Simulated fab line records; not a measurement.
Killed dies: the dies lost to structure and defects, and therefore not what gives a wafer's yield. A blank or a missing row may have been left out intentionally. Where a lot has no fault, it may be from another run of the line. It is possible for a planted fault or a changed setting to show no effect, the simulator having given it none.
Split-lot study ; flow berkeley-cmos170 ; route with 331 steps; 5 lots, 23 wafers read

## ON THE SPLIT
At UCB170_PWELL_CVD_05 (deposits Si3N4 from SiH2Cl2/NH3, target thk 220 nm, time 3300 s), the setting sih2cl2-flow-sccm was moved away from the recipe's 25 sccm on 20 of the 23 wafers read, by -9.4% to +14.9%. For the rest of the wafers, this setting stayed at what the recipe calls for.

The reading comes from the split's own step.

## THE READING
Si3N4_of_PWELL_CVD_05.thk-nm (the simulator's own value, which no gauge read), in nm, at UCB170_PWELL_CVD_05 (deposits Si3N4 from SiH2Cl2/NH3, target thk 220 nm, time 3300 s). There is no usual value for it anywhere in the file. Here, 3 wafers ran the recipe; their average is 222.8 nm with a standard deviation of 0.52 nm.

wafer;tool, chamber at the split;sih2cl2-flow-sccm as run, sccm;against the recipe;Si3N4_of_PWELL_CVD_05.thk-nm, nm;against lot-mates on the recipe
L074.1;-, -;26.35;+5.4%;221.1;no lot-mate on the recipe
L074.2;-, -;26.35;+5.4%;221.5;no lot-mate on the recipe
L074.3;-, -;26.35;+5.4%;220.2;no lot-mate on the recipe
L074.4;-, -;26.35;+5.4%;222.8;no lot-mate on the recipe
L074.5;-, -;26.35;+5.4%;220.9;no lot-mate on the recipe
L076.1;-, -;28.72;+14.9%;225;no lot-mate on the recipe
L076.2;-, -;28.72;+14.9%;224.6;no lot-mate on the recipe
L076.3;-, -;28.72;+14.9%;223.4;no lot-mate on the recipe
L076.5;-, -;28.72;+14.9%;224.4;no lot-mate on the recipe
L076.6;-, -;28.72;+14.9%;225.8;no lot-mate on the recipe
L079.1;-, -;22.65;-9.4%;213.7;no lot-mate on the recipe
L079.2;-, -;22.65;-9.4%;214.5;no lot-mate on the recipe
L079.3;-, -;22.65;-9.4%;213.3;no lot-mate on the recipe
L079.5;-, -;22.65;-9.4%;212.8;no lot-mate on the recipe
L079.6;-, -;22.65;-9.4%;213.4;no lot-mate on the recipe
L082.2;-, -;26.96;+7.8%;224.3;no lot-mate on the recipe
L082.5;-, -;26.96;+7.8%;224.3;no lot-mate on the recipe
L082.3;-, -;26.96;+7.8%;224.5;no lot-mate on the recipe
L082.4;-, -;26.96;+7.8%;223.6;no lot-mate on the recipe
L082.6;-, -;26.96;+7.8%;223.8;no lot-mate on the recipe
L083.3;lpcvd-01, 0;25;recipe;222.4;-
L083.6;lpcvd-01, 0;25;recipe;222.4;-
L083.5;lpcvd-01, 0;25;recipe;223.5;-

FIT RESULTS
A straight line over all 23 wafers: Si3N4_of_PWELL_CVD_05.thk-nm changes by +0.455 nm for each +1% of sih2cl2-flow-sccm; r = +0.90; the points scatter about the line by 1.9 nm.
Too few moved wafers have a lot-mate on the recipe to fit a line with each lot's own level taken away.

## THE FILE'S OWN FIT
Si3N4_of_PWELL_CVD_05.thk-nm changes by +0.456 nm for each +1% of sih2cl2-flow-sccm, r = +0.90.
